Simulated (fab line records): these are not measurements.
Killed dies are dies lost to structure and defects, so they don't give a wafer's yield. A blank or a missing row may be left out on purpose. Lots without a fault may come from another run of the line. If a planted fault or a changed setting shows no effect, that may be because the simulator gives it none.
fab line records	flow berkeleyCmos170
[record] lots = 16	wafers = 48	lastDay = 12
route steps=331 shown NWELL@26 PLDD@155 PSD@178 M2@291
lots that met no fault: taken from a fault-free run of the same line
startH: the number of hours between the record's first day and the start of the first shown wafer of the lot	waitH: hours from the lot's prior step to this one	" same as the row above	L1.1+2: a single row standing in for several wafers	- no value, or no start given	* or withheld: withheld	< > ~ a bound
route shown NAME@n: names a module that has steps shown in the file, with the first one's number in the route	usual: mean and standard deviation over wafers with no fault	same: alike in all rows	chamber/n: place in a boat	sites: readings site by site	_std_site: the values' standard deviation	_edge_site: outer sites' mean less inner sites'	radiusMm: how far each site lies from the wafer's centre	mask NAME#n: copy n	behind: tool/chamber where the wafer was last shaped	hold: cause of the lot's hold/its duration in hours/its outcome	device: the transistor (n, p or np) that didn't switch	end of line: at the end of the route, the tests of the same wafers	a step given without rows: its recipe and nothing more	killed: count of dies lost to structure and defects at first sort (not the wafer's yield)	map: dies across one wafer; x = killed, . = not, _ = none there
set.NAME: the run value of the setting; set.NAME@STEP: its run value at that earlier step	model.NAME: the simulator's own value behind a step, which no gauge read
the route's steps for a sample of lots (tables are steps, rows are wafers)
services: when a tool's chamber went out of use (startH, in hours from the record's first day, below 0 if earlier), for how many hours, and the reason
[[steps]]
[step UCB170_NWELL_OVL_MEAS_12]
[usual] NWELL_OVL = 4/4.9
lot.wafer	tool	chamber	startH	waitH	NWELL_OVL[nm]
L404.1	overlay-01	-	34.83	-	-3
L404.3	"	-	"	"	6
L404.5	"	-	"	"	10
L407.1	overlay-02	-	44.22	-	0
L407.4	"	-	"	"	10
L407.5	"	-	"	"	-2
L406.3	overlay-01	-	47.63	-	6
L406.4	"	-	"	"	5
L406.6	"	-	"	"	7
L408.1	overlay-02	-	61.49	-	13
L408.4	"	-	"	"	10
L408.6	"	-	"	"	10
L409.2	overlay-02	-	61.61	-	4
L409.4	"	-	"	"	1
L409.5	"	-	"	"	-2
L410.2	overlay-01	-	65.90	-	4
L410.3	"	-	"	"	20
L410.4	"	-	"	"	8
L411.1	overlay-02	-	76.94	-	5
L411.3	"	-	"	"	3
L411.6	"	-	"	"	1
L412.1	overlay-02	-	77.22	-	5
L412.3	"	-	"	"	5
L412.6	"	-	"	"	-4
L415.3	overlay-01	-	96.50	-	-7
L415.4	"	-	"	"	-10
L415.6	"	-	"	"	-6
L417.2	overlay-02	-	101.07	-	10
L417.3	"	-	"	"	10
L417.5	"	-	"	"	11
L419.2	overlay-02	-	101.39	-	8
L419.5	"	-	"	"	4
L419.6	"	-	"	"	13
L420.3	overlay-01	-	111.24	-	8
L420.5	"	-	"	"	4
L420.6	"	-	"	"	5
L422.1	overlay-01	-	121.38	-	7
L422.2	"	-	"	"	3
L422.5	"	-	"	"	5
L421.2	overlay-01	-	121.66	-	1
L421.4	"	-	"	"	-3
L421.6	"	-	"	"	7
L426.1	overlay-01	-	138.89	-	2
L426.3	"	-	"	"	2
L426.5	"	-	"	"	6
L427.1	overlay-01	-	145.67	-	-1
L427.3	"	-	"	"	5
L427.5	"	-	"	"	-6
[step UCB170_PLDD_STRIP_10]
[recipe] chemistry = O2	powerW = 400	pressureMtorr = 3500	platenTempC = withheld	o2FlowSccm = 400	overashFraction = 0.5
[usual] drypumpMotorCurrentA = 5.9/0.53	oesProductAu = 0.734/0.0048	stripTimeToEndpointS = 21.64/0.06
lot.wafer	tool	chamber	startH	waitH	drypumpMotorCurrentA	oesProductAu	rfHoursCounterH	stripTimeToEndpointS
L404.1	plasmaAsher-03	1	139.81	0.1	6.0	0.738	40	21.59
L404.3	"	1	"	"	6.0	0.733	-	21.59
L404.5	"	0	"	"	6.6	0.737	-	21.62
L406.3	plasmaAsher-04	1	148.74	0.1	6.2	0.732	-	21.61
L406.4	"	0	"	"	6.1	0.724	-	21.57
L406.6	"	0	"	"	6.0	0.737	-	21.60
L407.1	plasmaAsher-02	1	149.53	0.1	5.0	0.731	4	21.71
L407.4	"	0	"	"	6.3	0.726	-	21.65
L407.5	"	1	"	"	5.0	0.730	-	21.64
L410.2	plasmaAsher-02	1	168.23	0.1	5.0	0.736	6	21.60
L410.3	"	0	"	"	6.3	0.740	-	21.62
L410.4	"	1	"	"	5.0	0.736	-	21.59
L409.2	plasmaAsher-04	0	168.53	0.1	6.1	0.729	48	21.68
L409.4	"	0	"	"	6.0	0.736	-	21.72
L409.5	"	1	"	"	6.1	0.733	-	21.69
L408.1	plasmaAsher-03	0	168.96	0.1	6.6	0.728	43	21.77
L408.4	"	1	"	"	6.0	0.724	-	21.73
L408.6	"	0	"	"	6.6	0.741	-	21.68
L412.1	plasmaAsher-03	1	179.63	0.1	6.0	0.737	44	21.63
L412.3	"	1	"	"	6.0	0.734	-	21.69
L412.6	"	1	"	"	6.0	0.740	-	21.71
L411.1	plasmaAsher-02	1	180.31	0.1	5.0	0.732	7	21.67
L411.3	"	0	"	"	6.2	0.735	-	21.71
L411.6	"	1	"	"	5.0	0.744	-	21.69
L420.3	plasmaAsher-04	1	203.62	0.1	6.1	0.736	-	21.56
L420.5	"	1	"	"	6.2	0.740	-	21.57
L420.6	"	0	"	"	6.1	0.735	-	21.58
L417.2	plasmaAsher-02	0	206.27	0.1	6.2	0.734	10	21.63
L417.3	"	0	"	"	6.2	0.731	-	21.61
L417.5	"	1	"	"	5.0	0.730	-	21.61
L419.2	plasmaAsher-03	1	206.52	0.1	6.0	0.729	47	21.69
L419.5	"	0	"	"	6.6	0.740	-	21.67
L419.6	"	1	"	"	6.0	0.733	-	21.72
L415.3	plasmaAsher-02	0	207.31	0.1	6.2	0.734	-	21.59
L415.4	"	1	"	"	5.0	0.739	-	21.58
L415.6	"	0	"	"	6.2	0.739	-	21.54
L421.2	plasmaAsher-04	1	229.37	0.1	6.1	0.739	55	21.65
L421.4	"	0	"	"	6.1	0.741	-	21.65
L421.6	"	1	"	"	6.1	0.746	-	21.60
L422.1	plasmaAsher-02	1	229.38	0.1	5.0	0.732	13	21.54
L422.2	"	0	"	"	6.3	0.737	13	21.61
L422.5	"	1	"	"	5.0	0.737	-	21.60
L426.1	plasmaAsher-03	1	241.98	0.2	6.0	0.742	51	21.57
L426.3	"	1	"	"	5.9	0.730	-	21.66
L426.5	"	0	"	"	6.6	0.733	-	21.62
L427.1	plasmaAsher-02	0	248.98	0.1	6.2	0.731	15	21.55
L427.3	"	0	"	"	6.2	0.736	-	21.55
L427.5	"	0	"	"	6.2	0.742	-	21.57
[step UCB170_PSD_EXPOSE_03]
[recipe] maskId = PSELECT_MOD	na = 0.5	sigmaOuter = 0.6	sourceShape = conventional	targetCdNm = 1200	doseMj = 30
[usual] reticleTempC = 23.00/0.09	stageVelMmS = 500.01/0.24
[same] sigmaOuter = 0.6
lot.wafer	tool	chamber	startH	waitH	mask	reticleTempC	stageVelMmS
L404.1	krfScanner-01	0	148.25	0.4	PSELECT_MOD#0	23.00	500.05
L404.3	"	0	"	"	PSELECT_MOD#0	22.90	500.16
L404.5	"	0	"	"	PSELECT_MOD#0	22.99	499.87
L407.1	krfScanner-02	0	156.33	0.2	PSELECT_MOD#0	23.11	500.03
L407.4	"	0	"	"	PSELECT_MOD#0	22.96	499.88
L407.5	"	0	"	"	PSELECT_MOD#0	22.96	500.35
L406.3	krfScanner-02	0	156.48	0.2	PSELECT_MOD#0	23.16	500.28
L406.4	"	0	"	"	PSELECT_MOD#0	23.07	500.28
L406.6	"	0	"	"	PSELECT_MOD#0	23.15	499.76
L409.2	krfScanner-01	0	177.13	0.3	PSELECT_MOD#0	23.06	499.94
L409.4	"	0	"	"	PSELECT_MOD#0	23.01	499.90
L409.5	"	0	"	"	PSELECT_MOD#0	22.96	499.88
L410.2	krfScanner-02	0	177.37	0.3	PSELECT_MOD#0	23.01	500.64
L410.3	"	0	"	"	PSELECT_MOD#0	23.07	499.94
L410.4	"	0	"	"	PSELECT_MOD#0	22.92	500.10
L408.1	krfScanner-01	0	177.59	0.4	PSELECT_MOD#0	23.04	500.28
L408.4	"	0	"	"	PSELECT_MOD#0	23.10	500.15
L408.6	"	0	"	"	PSELECT_MOD#0	22.96	500.05
L412.1	krfScanner-01	0	187.95	0.2	PSELECT_MOD#0	23.06	500.00
L412.3	"	0	"	"	PSELECT_MOD#0	23.05	500.30
L412.6	"	0	"	"	PSELECT_MOD#0	22.95	500.14
L411.1	krfScanner-01	0	188.50	0.3	PSELECT_MOD#0	23.01	499.81
L411.3	"	0	"	"	PSELECT_MOD#0	22.97	500.45
L411.6	"	0	"	"	PSELECT_MOD#0	22.91	499.74
L419.2	krfScanner-01	0	214.48	-	PSELECT_MOD#0	23.02	499.57
L419.5	"	0	"	"	PSELECT_MOD#0	23.18	500.37
L419.6	"	0	"	"	PSELECT_MOD#0	23.07	500.02
L417.2	krfScanner-02	0	214.79	-	PSELECT_MOD#0	22.95	499.78
L417.3	"	0	"	"	PSELECT_MOD#0	23.05	499.85
L417.5	"	0	"	"	PSELECT_MOD#0	22.90	500.01
L420.3	krfScanner-01	0	215.06	0.3	PSELECT_MOD#0	23.06	499.85
L420.5	"	0	"	"	PSELECT_MOD#0	23.12	499.92
L420.6	"	0	"	"	PSELECT_MOD#0	23.04	499.92
L415.3	krfScanner-01	0	215.66	0.4	PSELECT_MOD#0	22.90	499.97
L415.4	"	0	"	"	PSELECT_MOD#0	22.96	499.99
L415.6	"	0	"	"	PSELECT_MOD#0	22.88	499.85
L421.2	krfScanner-01	0	238.07	0.1	PSELECT_MOD#0	22.92	500.22
L421.4	"	0	"	"	PSELECT_MOD#0	22.97	500.31
L421.6	"	0	"	"	PSELECT_MOD#0	23.14	500.17
L422.1	krfScanner-01	0	238.42	0.5	PSELECT_MOD#0	22.71	500.52
L422.2	"	0	"	"	PSELECT_MOD#0	22.98	500.09
L422.5	"	0	"	"	PSELECT_MOD#0	22.88	499.91
L426.1	krfScanner-02	0	253.40	0.4	PSELECT_MOD#0	23.03	500.08
L426.3	"	0	"	"	PSELECT_MOD#0	23.06	500.06
L426.5	"	0	"	"	PSELECT_MOD#0	22.93	500.02
L427.1	krfScanner-02	0	258.66	0.1	PSELECT_MOD#0	23.13	499.82
L427.3	"	0	"	"	PSELECT_MOD#0	22.98	499.62
L427.5	"	0	"	"	PSELECT_MOD#0	23.13	499.72
[step UCB170_PSD_OVL_MEAS_07]
[usual] PSD_OVL = -1/4.9
lot.wafer	tool	chamber	startH	waitH	PSD_OVL[nm]
L404.1	overlay-02	-	149.27	0.1	2
L404.3	"	-	"	"	6
L404.5	"	-	"	"	1
L407.1	overlay-01	-	156.87	0.1	-12
L407.4	"	-	"	"	-8
L407.5	"	-	"	"	-12
L406.3	overlay-02	-	157.16	0.1	-4
L406.4	"	-	"	"	2
L406.6	"	-	"	"	-1
L409.2	overlay-01	-	177.75	0.1	-5
L409.4	"	-	"	"	-3
L409.5	"	-	"	"	2
L410.2	overlay-01	-	178.02	0.1	-9
L410.3	"	-	"	"	-4
L410.4	"	-	"	"	-1
L408.1	overlay-02	-	178.21	0.1	1
L408.4	"	-	"	"	2
L408.6	"	-	"	"	1
L412.1	overlay-02	-	189.12	0.1	6
L412.3	"	-	"	"	2
L412.6	"	-	"	"	8
L411.1	overlay-01	-	189.60	0.1	3
L411.3	"	-	"	"	8
L411.6	"	-	"	"	-1
L419.2	overlay-02	-	216.16	0.1	-3
L419.5	"	-	"	"	11
L419.6	"	-	"	"	-1
L417.2	overlay-01	-	216.40	0.1	-3
L417.3	"	-	"	"	2
L417.5	"	-	"	"	-2
L420.3	overlay-02	-	216.44	0.1	185
L420.5	"	-	"	"	186
L420.6	"	-	"	"	187
L415.3	overlay-01	-	216.94	0.1	178
L415.4	"	-	"	"	179
L415.6	"	-	"	"	170
L421.2	overlay-01	-	238.73	0.1	180
L421.4	"	-	"	"	176
L421.6	"	-	"	"	176
L422.1	overlay-01	-	239.17	0.1	180
L422.2	"	-	"	"	182
L422.5	"	-	"	"	185
L426.1	overlay-01	-	253.91	0.1	-6
L426.3	"	-	"	"	-2
L426.5	"	-	"	"	-9
L427.1	overlay-02	-	259.17	0.1	-2
L427.3	"	-	"	"	-5
L427.5	"	-	"	"	-4
[step UCB170_M2_CD_MEAS_90]
[recipe] targetCdNm = 700
[usual] cdNm = 701/3.7
lot.wafer	tool	chamber	startH	waitH	cdNm
L404.1	cdSem-02	-	169.62	0.3	709
L404.3	"	-	"	"	711
L404.5	"	-	"	"	711
L407.1	cdSem-02	-	178.35	0.1	710
L407.4	"	-	"	"	707
L407.5	"	-	"	"	708
L406.3	cdSem-02	-	179.65	0.1	696
L406.4	"	-	"	"	698
L406.6	"	-	"	"	699
L409.2	cdSem-02	-	196.68	0.1	699
L409.4	"	-	"	"	698
L409.5	"	-	"	"	700
L410.2	cdSem-01	-	197.99	0.1	704
L410.3	"	-	"	"	704
L410.4	"	-	"	"	698
L408.1	cdSem-02	-	198.21	0.1	697
L408.4	"	-	"	"	701
L408.6	"	-	"	"	705
L412.1	cdSem-01	-	211.07	0.1	698
L412.3	"	-	"	"	701
L412.6	"	-	"	"	696
L411.1	cdSem-02	-	211.30	0.1	703
L411.3	"	-	"	"	707
L411.6	"	-	"	"	705
L419.2	cdSem-02	-	238.59	0.1	702
L419.5	"	-	"	"	703
L419.6	"	-	"	"	699
L420.3	cdSem-02	-	238.87	0.1	706
L420.5	"	-	"	"	695
L420.6	"	-	"	"	706
L417.2	cdSem-02	-	242.34	0.1	697
L417.3	"	-	"	"	697
L417.5	"	-	"	"	699
L415.3	cdSem-01	-	245.31	0.1	703
L415.4	"	-	"	"	694
L415.6	"	-	"	"	707
L421.2	cdSem-01	-	259.24	0.1	700
L421.4	"	-	"	"	702
L421.6	"	-	"	"	697
L422.1	cdSem-01	-	260.23	0.1	700
L422.2	"	-	"	"	703
L422.5	"	-	"	"	705
L426.1	cdSem-01	-	273.75	0.1	702
L426.3	"	-	"	"	704
L426.5	"	-	"	"	706
L427.1	cdSem-01	-	281.43	0.1	699
L427.3	"	-	"	"	702
L427.5	"	-	"	"	702
[[services]]
tool	chamber	startH	hours	kind
plasmaAsher-02	0	117.75	-	clean
plasmaAsher-02	1	117.75	-	clean
krfScanner-01	0	119.17	-	calibration
krfScanner-02	-	136.16	0.1	repair
plasmaAsher-03	-	141.58	3.5	repair
krfScanner-01	-	156.09	1.0	pm
krfScanner-01	-	157.09	4.0	pm
krfScanner-02	-	177.79	1.3	pm
krfScanner-01	-	191.59	1.3	pm
krfScanner-02	0	195.38	-	calibration
plasmaAsher-04	-	223.04	2.1	repair
krfScanner-02	-	225.50	1.0	pm
plasmaAsher-04	-	229.47	14.6	pm
krfScanner-02	-	238.27	0.8	pm
plasmaAsher-03	-	246.54	13.5	repair
krfScanner-01	-	253.09	0.8	pm
[[key]]
[firstSign] step = UCB170_PSD_OVL_MEAS_07	reading = PSD_OVL	direction = up	sigmas = 37	usual = -1	struck = 180
effect none on later readings
metAt UCB170_PSD_EXPOSE_03
struckLots L415,L420,L421,L422
sortLeftOut L420.3,L420.5,L420.6,L421.2,L421.4,L421.6,L422.1,L422.2,L422.5
testerLeftOut L415,L420,L421,L422
notActingAt UCB170_NWELL_OVL_MEAS_12,UCB170_PLDD_STRIP_10,UCB170_M2_CD_MEAS_90
onsetBetween 214.48 215.06
[fault] kind = scannerMatchingOverlay	tool = krfScanner-01	chamber = -	onsetH = 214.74	steps = UCB170_PSD_EXPOSE_03	offset = 180
// testerLeftOut: of these lots the tester's yield and bins aren't shown, on N5 and GAA mostly nor the transistor test; their killed dies are dies lost to structure and defects alone, not to doping, threshold or leakage, so they don't give the yield
// sortLeftOut: the simulated sort isn't trusted on such a fault, so these wafers' sort isn't shown, and their yield isn't known
